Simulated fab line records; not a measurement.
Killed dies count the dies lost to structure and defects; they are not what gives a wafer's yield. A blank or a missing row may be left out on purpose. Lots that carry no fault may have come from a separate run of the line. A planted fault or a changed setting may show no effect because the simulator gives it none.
Which tool was responsible? | flow rit cmos | Sampling: 14 lots, 42 wafers, 6 of 202 route steps

## WHAT THE GAUGES READ, wafer by wafer
RIT_ACTIVE_BOW_MEAS_00. Usual: INCOMING_BOW gives 0 um (standard deviation 6.2).
lot  | measured    | on            | INCOMING_BOW (um) | flag
L684 | day 1 20:00 | film metro-01 | 6 6 -10           |
L685 | day 2 01:00 | film metro-01 | 6 -1 2            |
L686 | day 2 06:00 | film metro-04 | 1 4 -1            |
L688 | day 2 16:01 | film metro-04 | -1 -1 -2          |
L690 | day 3 02:00 | film metro-03 | 3 8 5             |
L692 | day 3 12:00 | film metro-01 | 4 2 -3            |
L693 | day 3 17:01 | film metro-03 | 7 -6 3            |
L694 | day 3 22:04 | film metro-01 | 2 -1 -2           |
L695 | day 4 03:04 | film metro-01 | 7 3 0             |
L696 | day 4 08:00 | film metro-01 | 2 -5 -1           |
L697 | day 4 13:02 | film metro-03 | 10 -6 -7          |
L698 | day 4 18:01 | film metro-04 | 8 -10 -3          |
L700 | day 5 04:02 | film metro-03 | -8 2 19           |
L704 | day 6 00:00 | film metro-04 | 3 2 3             |

RIT_ACTIVE_CD_MEAS_11 targets a cd of 1400 nm. Usual: cd nm 1399.5 nm, standard deviation 2.4.
lot  | measured    | on        | cd nm (nm)           | flag
L684 | day 2 00:34 | cd sem-02 | 1397.3 1397.2 1398.9 |
L685 | day 2 05:37 | cd sem-02 | 1399.4 1398.4 1397.6 |
L686 | day 2 10:34 | cd sem-01 | 1400.0 1398.9 1399.9 |
L688 | day 2 20:28 | cd sem-01 | 1403.2 1400.2 1401.9 |
L690 | day 3 06:34 | cd sem-01 | 1399.8 1398.5 1399.3 |
L692 | day 3 16:34 | cd sem-02 | 1395.1 1398.6 1396.8 |
L693 | day 3 21:35 | cd sem-01 | 1401.3 1399.7 1401.6 |
L694 | day 4 02:30 | cd sem-02 | 1400.3 1399.6 1400.1 |
L695 | day 4 07:30 | cd sem-02 | 1398.7 1399.1 1400.5 |
L696 | day 4 12:34 | cd sem-02 | 1402.2 1399.7 1403.9 |
L697 | day 4 17:36 | cd sem-02 | 1399.8 1399.7 1401.8 |
L698 | day 4 22:28 | cd sem-02 | 1402.5 1402.8 1403.4 |
L700 | day 5 08:36 | cd sem-01 | 1394.3 1393.9 1394.0 |
L704 | day 6 04:26 | cd sem-02 | 1400.3 1397.6 1401.5 |

RIT_GATE_CD_MEAS_90 targets a cd of 150 nm. Usual: cd nm 150.1 nm, standard deviation 2.9.
lot  | measured    | on        | cd nm (nm)        | flag
L684 | day 2 23:07 | cd sem-01 | 151.4 153.6 153.9 |
L685 | day 3 04:52 | cd sem-01 | 151.5 155.1 154.6 |
L686 | day 3 08:47 | cd sem-01 | 151.8 148.4 151.2 |
L688 | day 3 19:20 | cd sem-01 | 150.3 149.7 151.2 |
L690 | day 4 05:58 | cd sem-02 | 149.0 150.7 152.7 |
L692 | day 4 15:14 | cd sem-02 | 147.0 148.4 148.0 |
L693 | day 4 19:35 | cd sem-02 | 147.3 148.8 147.9 |
L694 | day 5 02:42 | cd sem-01 | 149.8 149.2 149.2 |
L695 | day 5 05:58 | cd sem-02 | 156.2 154.3 153.3 |
L696 | day 5 10:58 | cd sem-01 | 153.8 154.2 155.1 |
L697 | day 5 15:31 | cd sem-02 | 151.0 153.4 152.3 |
L698 | day 5 21:04 | cd sem-02 | 147.5 148.7 148.4 |
L700 | day 6 07:13 | cd sem-01 | 150.3 151.0 147.5 |
L704 | day 7 03:16 | cd sem-01 | 145.2 145.6 143.8 |

RIT_NLDD_TW_MEAS_10. Usual: NLDD_TW gives 2491 (standard deviation 21).
lot  | measured    | on            | NLDD_TW        | flag
L684 | day 3 03:41 | film metro-01 | 2502 2496 2492 |
L685 | day 3 09:37 | film metro-03 | 2504 2509 2498 |
L686 | day 3 13:31 | film metro-04 | 2468 2469 2470 |
L688 | day 4 00:08 | film metro-04 | 2484 2485 2479 |
L690 | day 4 10:40 | film metro-01 | 2502 2491 2493 |
L692 | day 4 19:46 | film metro-01 | 2479 2485 2489 |
L693 | day 5 00:05 | film metro-01 | 2505 2496 2485 |
L694 | day 5 07:17 | film metro-03 | 2506 2517 2505 |
L695 | day 5 10:35 | film metro-04 | 2493 2454 2474 |
L696 | day 5 16:09 | film metro-04 | 2453 2441 2452 |
L697 | day 5 20:08 | film metro-03 | 2510 2517 2528 |
L698 | day 6 01:31 | film metro-03 | 2308 2287 2299 | OFF
L700 | day 6 12:26 | film metro-03 | 2309 2308 2290 | OFF
L704 | day 7 09:52 | film metro-04 | 2485 2455 2446 |

RIT_SDANNEAL_RS_MEAS_07: uses a four-point probe to measure. Usual: NLDD_RS gives 151.6 ohm/sq (standard deviation 0.47).
lot  | measured    | on            | NLDD_RS (ohm/sq)  | flag
L684 | day 3 11:34 | film metro-01 | 151.3 151.4 151.7 |
L685 | day 3 17:22 | film metro-01 | 151.8 152.4 151.6 |
L686 | day 3 21:22 | film metro-04 | 151.5 152.1 152.3 |
L688 | day 4 08:03 | film metro-04 | 150.7 151.2 151.3 |
L690 | day 4 18:24 | film metro-03 | 151.7 151.8 152.3 |
L692 | day 5 03:50 | film metro-04 | 152.1 152.7 151.9 |
L693 | day 5 08:23 | film metro-04 | 151.7 151.5 151.6 |
L694 | day 5 15:10 | film metro-03 | 151.1 151.5 151.7 |
L695 | day 5 18:29 | film metro-03 | 151.1 151.2 151.1 |
L696 | day 6 00:10 | film metro-03 | 152.5 153.1 152.2 |
L697 | day 6 04:03 | film metro-04 | 151.1 151.4 151.5 |
L698 | day 6 09:22 | film metro-03 | 195.5 195.5 194.1 | OFF
L700 | day 6 20:22 | film metro-03 | 194.5 194.1 195.5 | OFF
L704 | day 7 18:06 | film metro-03 | 150.6 151.7 152.2 |

## TOOL THAT RAN EACH LOT (tool first, then ch and the chambers of the sampled wafers, then the start)
lot  | RIT_NLDD_IMPLANT_08
L684 | implanter-02 ch 0, day 3 03:22
L685 | implanter-01 ch 0, day 3 09:17
L686 | implanter-02 ch 0, day 3 13:11
L688 | implanter-01 ch 0, day 3 23:50
L690 | implanter-01 ch 0, day 4 10:20
L692 | implanter-02 ch 0, day 4 19:26
L693 | implanter-02 ch 0, day 4 23:46
L694 | implanter-03 ch 0, day 5 07:01
L695 | implanter-01 ch 0, day 5 10:19
L696 | implanter-03 ch 0, day 5 15:50
L697 | implanter-02 ch 0, day 5 19:50
L698 | implanter-02 ch 0, day 6 01:12
L700 | implanter-02 ch 0, day 6 12:08
L704 | implanter-03 ch 0, day 7 09:32
- RIT_NLDD_IMPLANT_08

## AS READ BY THE TOOLS THEMSELVES (means over the sampled wafers that have a number; for cases with no such wafer, the mark the record gives instead)
RIT_NLDD_IMPLANT_08. Usual: dose ions cm2 5e+14, standard deviation 5.8e+11; faraday current uA 1575, standard deviation 32.
lot  | tool         | dose ions cm2 | faraday current uA | flag
L684 | implanter-02 | 5e+14         | 1570               |
L685 | implanter-01 | 5e+14         | 1544               |
L686 | implanter-02 | 5e+14         | 1577               |
L688 | implanter-01 | 5e+14         | 1604               |
L690 | implanter-01 | 5e+14         | 1556               |
L692 | implanter-02 | 5e+14         | 1579               |
L693 | implanter-02 | 5e+14         | 1586               |
L694 | implanter-03 | 5e+14         | 1565               |
L695 | implanter-01 | 5e+14         | 1582               |
L696 | implanter-03 | 5e+14         | 1593               |
L697 | implanter-02 | 5e+14         | 1597               |
L698 | implanter-02 | 4e+14         | 1140               | OFF
L700 | implanter-02 | 4e+14         | 1169               | OFF
L704 | implanter-03 | 5e+14         | 1569               |

## THE ANSWER, worked out from the rows above alone
Rule: a lot counts as off when the mean over its wafers that have a number is more than 3 standard deviations away from the usual mean. A lot without any number at a reading at which 4 lots or more have one is off too. Any other lot the step has rows for is counted as sound. Order of review: gauges by route order, followed by the tools' own readings, for which a lot's mean as printed above is used. At the first step where some lot is off, the reading lying furthest off is the one used; lots without a number count as furthest.
Off: L698, L700, at RIT_NLDD_TW_MEAS_10 (NLDD_TW).
A tool fits if, at a process step before that reading, it ran every lot that is off, and no sound lot after the first of them. Not tried: the gauges at RIT_NLDD_TW_MEAS_10; whatever is off there is also off at RIT_NLDD_IMPLANT_08, on other tools, and gauge error can't account for it. One fits: RIT_NLDD_IMPLANT_08 on implanter-02. Its last sound lot is L697 (day 5 19:50), its first lot that is off L698 (day 6 01:12): a fault that began between those two fits.
The tool's own readings at RIT_NLDD_IMPLANT_08 bear it out: on the lots that are off they differ by more than 5 times the standard deviation of the sound lots' means. dose ions cm2 reads 4e+14 there against 5e+14 on the sound lots; faraday current uA reads 1154 there against 1577 on the sound lots.

## WHAT WAS PUT IN BY THE SIMULATOR
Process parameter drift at RIT_NLDD_IMPLANT_08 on implanter-02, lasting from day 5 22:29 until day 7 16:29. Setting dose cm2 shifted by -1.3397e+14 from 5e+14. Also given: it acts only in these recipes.
Lots struck among those shown: L698, L700. The rule given above showed the same thing.
